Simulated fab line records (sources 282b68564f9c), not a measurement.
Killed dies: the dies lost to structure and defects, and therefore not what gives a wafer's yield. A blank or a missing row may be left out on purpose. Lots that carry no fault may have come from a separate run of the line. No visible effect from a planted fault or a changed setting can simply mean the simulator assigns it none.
A lot that was struck, set against a sound lot :: flow rit cmos :: 18 out of 202 route steps
Sound: these wafers, L799.3, L799.4, L799.6. Wafers L809.2, L809.3, L809.6 were the ones struck. At the end, the cause is stated.
Per side, at each step with rows, come the tool, then ch with its chambers, and then its first start. Under that, the readings that differ: sound wafers :: struck wafers :: difference of the means :: sigmas: that difference in standard deviations of wafers without a fault.
alike: words and numbers the same on both sides, and readings whose means are apart by under 2 such deviations; not compared: readings that were withheld, readings missing a value for some wafer, numbers with overlapping values and no deviation given by the record, and bounds like >300 which may hide the same value.
Wherever a step has rows on one side only, a row that says differs or no value, or a row with sigmas, the two part there. When numbers do not overlap yet have no deviation, they are printed without sigmas and do not part them. A reading that every wafer of one side lacks parts them only if that side has two wafers or more.

RIT_M1_RS_MEAS_01: measurement is done with a four-point probe.
  sound on film metro-04 at day 3 05:15; struck on film metro-04 at day 5 07:19
  alike: M1_AL_RS
RIT_M1_THK_MEAS_02: measures by xrf.
  sound on film metro-04 at day 3 05:21; struck on film metro-04 at day 5 07:25
  alike: M1_AL_THK
then, 6 steps without rows for these wafers: RIT_M1_HMDS_03 (prime time 60 s); RIT_M1_COAT_04 (resist thk 1300 nm); RIT_M1_SOFTBAKE_05 (time 60 s); RIT_M1_EXPOSE_06 (exposes mask M12, target cd 2600 nm); RIT_M1_PEB_07; RIT_M1_DEVELOP_08 (develop time 68 s).
RIT_M1_CD_MEAS_09: target cd 2600 nm.
  sound on cd sem-02 at day 3 06:19; struck on cd sem-02 at day 5 08:22
  alike: cd nm
RIT_M1_OVL_MEAS_10:
  sound on overlay-01 at day 3 06:24; struck on overlay-01 at day 5 08:28
  alike: M1_OVL
then, 1 step without rows for these wafers: RIT_M1_HARDBAKE_11 (time 120 s).
RIT_M1_METAL_ETCH_12: etches Al in Cl2/BCl3, stops on SiO2, time 165 s, target depth 600 nm.
  sound on rie metal-03 ch 0,1, day 3 06:44; struck on rie metal-04 ch 0, day 5 08:45
  alike: drypump motor current A, oes product au, throttle valve pct
  not compared: rf hours counter h
RIT_M1_STRIP_13: strips in nmp, time 600 s.
  sound on wet bench-03 ch 2, day 3 06:50; struck on wet bench-02 ch 1, day 5 08:55
  alike: bath guard temp C
RIT_M1_STRIP_14: strips in O2, time 180 s.
  sound on plasma asher-04 ch 0,1, day 3 07:04; struck on plasma asher-02 ch 0,1, day 5 09:18
  alike: drypump motor current A
  not compared: rf hours counter h
RIT_M1_CD_MEAS_90: target cd 2600 nm.
  sound on cd sem-01 at day 3 07:13; struck on cd sem-01 at day 5 09:29
  alike: cd nm
then, 1 step without rows for these wafers: RIT_M1_ANNEAL_15 (time 1800 s).
RIT_M1_BOW_MEAS_16:
  sound on film metro-04 at day 3 09:28; struck on film metro-03 at day 5 11:08
  alike: M1_BOW
RIT_M1_PROBE_99:
  sound on prober-01 at day 3 09:38; struck on prober-01 at day 5 11:17
reading: defect limited yield (%)
sound: 95.8 94.7 98.1
struck: 90.2 90.5 89.8
difference: -6.0
sigmas: -5

reading: killed_at_M0_to_M3
sound: 0 0 0
struck: 20 20 21
difference: +20
sigmas: 

reading: killed dies
sound: 11 14 5
struck: 26 25 27
difference: +16
sigmas: +6

reading: killed on rim
sound: 4 5 1
struck: 8 9 10
difference: +6
sigmas: +4

reading: sort_bin_3_pad_short (%)
sound: 0 0 0.4
struck: 3.0 2.3 0.8
difference: +1.9
sigmas: +9

reading: sort_bin_5_function (%)
sound: 3.0 2.3 0.8
struck: 6.1 6.8 6.8
difference: +4.5
sigmas: +5

reading: sort n pass
sound: 253.0 250.0 259.0
struck: 238.0 239.0 237.0
difference: -16.0
sigmas: -6

reading: sort yield pct (%)
sound: 95.8 94.7 98.1
struck: 90.2 90.5 89.8
difference: -6.0
sigmas: -5

reading: model.etest.tester.sort n pass
sound: 253 250 259
struck: 238 239 237
difference: -16
sigmas: 

reading: model.etest.tester.sort yield pct (%)
sound: 95.83 94.7 98.11
struck: 90.15 90.53 89.77
difference: -6.06
sigmas: 

reading: model.etest.tester.sort_bin_5_pct (%)
sound: 3.03 2.273 0.7576
struck: 6.061 6.818 6.818
difference: +4.545
sigmas: 
  alike: killed at front end, killed open, killed short, sort_bin_6_memory

## WHERE THEY PART
RIT_M1_PROBE_99 only, going by this record.

WHY: whatever the simulator had introduced
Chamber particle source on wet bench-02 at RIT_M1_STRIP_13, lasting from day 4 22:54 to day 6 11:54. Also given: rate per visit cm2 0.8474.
